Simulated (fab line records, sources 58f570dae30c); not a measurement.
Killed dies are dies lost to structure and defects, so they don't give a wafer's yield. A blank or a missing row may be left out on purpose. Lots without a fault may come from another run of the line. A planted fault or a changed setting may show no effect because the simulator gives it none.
A sampling plan put to the test | flow berkeley_cmos170 | one fab line, 10 faults that these records tell of, each judged on the records of the lots that it struck; 8 more are left out, because the records don't allow judging them
The plan is the line's own looks: the steps of the route at which a gauge or an inspection reads the wafer and doesn't change it. A look can be judged if struck wafers have a number there and the file gives its usual mean and standard deviation on fault-free wafers. Caught: at a look after the fault's first step, the mean of the struck wafers lies 4 or more of those standard deviations (sigma) from the usual mean. On the tool: the same test on the tool's own readings at the fault's steps. Another recipe on the struck wafers, or a record that is blank for them alone, also counts as caught.

THE FAULTS, as the simulator had put them in
1. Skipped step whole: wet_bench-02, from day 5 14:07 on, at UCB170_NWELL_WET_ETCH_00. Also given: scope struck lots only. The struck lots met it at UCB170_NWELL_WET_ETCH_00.
2. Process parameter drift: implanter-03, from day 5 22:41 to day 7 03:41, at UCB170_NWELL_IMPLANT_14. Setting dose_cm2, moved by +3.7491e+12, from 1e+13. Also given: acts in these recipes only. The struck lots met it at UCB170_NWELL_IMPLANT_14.
3. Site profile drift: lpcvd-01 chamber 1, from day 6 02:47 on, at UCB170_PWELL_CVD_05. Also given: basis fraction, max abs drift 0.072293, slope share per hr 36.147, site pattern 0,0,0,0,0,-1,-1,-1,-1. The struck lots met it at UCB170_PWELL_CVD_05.
4. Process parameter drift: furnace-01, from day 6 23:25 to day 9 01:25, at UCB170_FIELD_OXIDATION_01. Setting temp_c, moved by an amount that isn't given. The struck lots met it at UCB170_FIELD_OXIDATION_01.
5. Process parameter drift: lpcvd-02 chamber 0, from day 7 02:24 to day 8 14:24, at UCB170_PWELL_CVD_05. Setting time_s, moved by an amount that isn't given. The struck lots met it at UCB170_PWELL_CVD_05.
6. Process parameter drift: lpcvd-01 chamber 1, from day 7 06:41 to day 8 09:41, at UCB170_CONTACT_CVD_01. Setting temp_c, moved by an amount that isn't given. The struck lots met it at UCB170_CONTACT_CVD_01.
7. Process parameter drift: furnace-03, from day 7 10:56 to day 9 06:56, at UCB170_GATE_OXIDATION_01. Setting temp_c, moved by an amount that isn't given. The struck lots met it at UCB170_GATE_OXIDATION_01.
8. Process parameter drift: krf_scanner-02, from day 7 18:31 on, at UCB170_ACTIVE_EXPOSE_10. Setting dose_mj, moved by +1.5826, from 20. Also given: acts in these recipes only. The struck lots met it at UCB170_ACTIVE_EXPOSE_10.
9. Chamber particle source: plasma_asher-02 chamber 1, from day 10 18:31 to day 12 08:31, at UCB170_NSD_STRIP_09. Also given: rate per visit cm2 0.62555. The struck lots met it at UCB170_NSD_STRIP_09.
10. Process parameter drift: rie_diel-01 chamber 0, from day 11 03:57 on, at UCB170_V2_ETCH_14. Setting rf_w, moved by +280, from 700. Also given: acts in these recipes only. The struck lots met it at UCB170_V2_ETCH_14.

WHAT THE PLAN SAW
fault | on the tool itself                             | first look that catches it                      | reading, sigma                                                      | median hours from its first step to that look | hours from the fault's start to the first struck lot there | judged looks passed uncaught
1     | no reading that can be judged                  | no look after it can be judged                  | -                                                                   | -                                             | -                                                          | 0
2     | dose_ions_cm2 +99 or beyond sigma              | UCB170_NWELL_TW_MEAS_16                         | NWELL_TW +28                                                        | 0.3                                           | 4                                                          | 0
3     | under 2 sigma                                  | none of the 3 looks that can be judged after it | strongest: PWELL_NITRIDE_THK at UCB170_PWELL_THK_MEAS_06, -3.7      | -                                             | -                                                          | 3
4     | tube_center_temp_C +90 sigma                   | none of the 4 looks that can be judged after it | strongest: FIELD_OXIDE_LEFT_1_THK at UCB170_FIELD_THK_MEAS_90, +3.3 | -                                             | -                                                          | 4
5     | only faintly: zone_power_source_pct +2.3 sigma | UCB170_PWELL_THK_MEAS_06                        | PWELL_NITRIDE_THK -14                                               | 2.9                                           | 10                                                         | 0
6     | susceptor_temp_C +52 sigma                     | UCB170_CONTACT_THK_MEAS_02                      | CONTACT_PSG_THK +10                                                 | 1.8                                           | 1                                                          | 0
7     | tube_center_temp_C -99 or beyond sigma         | UCB170_GATE_THK_MEAS_02                         | GATE_OXIDE_THK -16                                                  | 1.5                                           | 1                                                          | 0
8     | exposure_dose_mJ_cm2 +59 sigma                 | UCB170_ACTIVE_CD_MEAS_13                        | cd_nm -9.1                                                          | 0.8                                           | 6                                                          | 0
9     | under 2 sigma                                  | none of the 2 looks that can be judged after it | -                                                                   | -                                             | -                                                          | 2
10    | rf_fwd_power_W +99 or beyond sigma             | UCB170_V2_CD_MEAS_90                            | cd_nm +5.1                                                          | 0.3                                           | 12                                                         | 0
A dash: the fault isn't caught, or these records don't give the number.

Caught at a look: 6 of 10. Caught on the tool: 6 of 10. By one or the other: 7 of 10.
Caught on the tool alone: fault 4.
Caught at a look alone: fault 5.
Caught by neither: faults 1, 3, 9.

THINNER SAMPLING
If the look that catches a fault measured only every second or every third lot, by lot number, the first struck lot would be measured this late in the worst case:
fault | struck lots at that look, in order of time | every lot | every second lot | every third lot
2     | L846, L850                                 | 4 h       | may miss all 2   | may miss all 2
5     | L260, L261                                 | 10 h      | 13 h             | may miss all 2
6     | L662, L661, L664                           | 1 h       | 3 h              | may miss all 3
7     | L657, L658, L659, L660                     | 1 h       | 1 h              | 2 h
8     | L847, L846, L848, L849                     | 6 h       | 7 h              | 13 h
10    | L661                                       | 12 h      | may miss it      | may miss it
Hours are from the fault's start to the first struck lot that is measured. The limit of 4 sigma was tested on all struck wafers together, so one lot alone may lie under it. Other struck lots may not be in these records.

THE LONGEST TIMED WAY FROM STEP TO LOOK
Fault 5: a median of 2.9 hours passes between UCB170_PWELL_CVD_05 and UCB170_PWELL_THK_MEAS_06. No look between them can be judged.
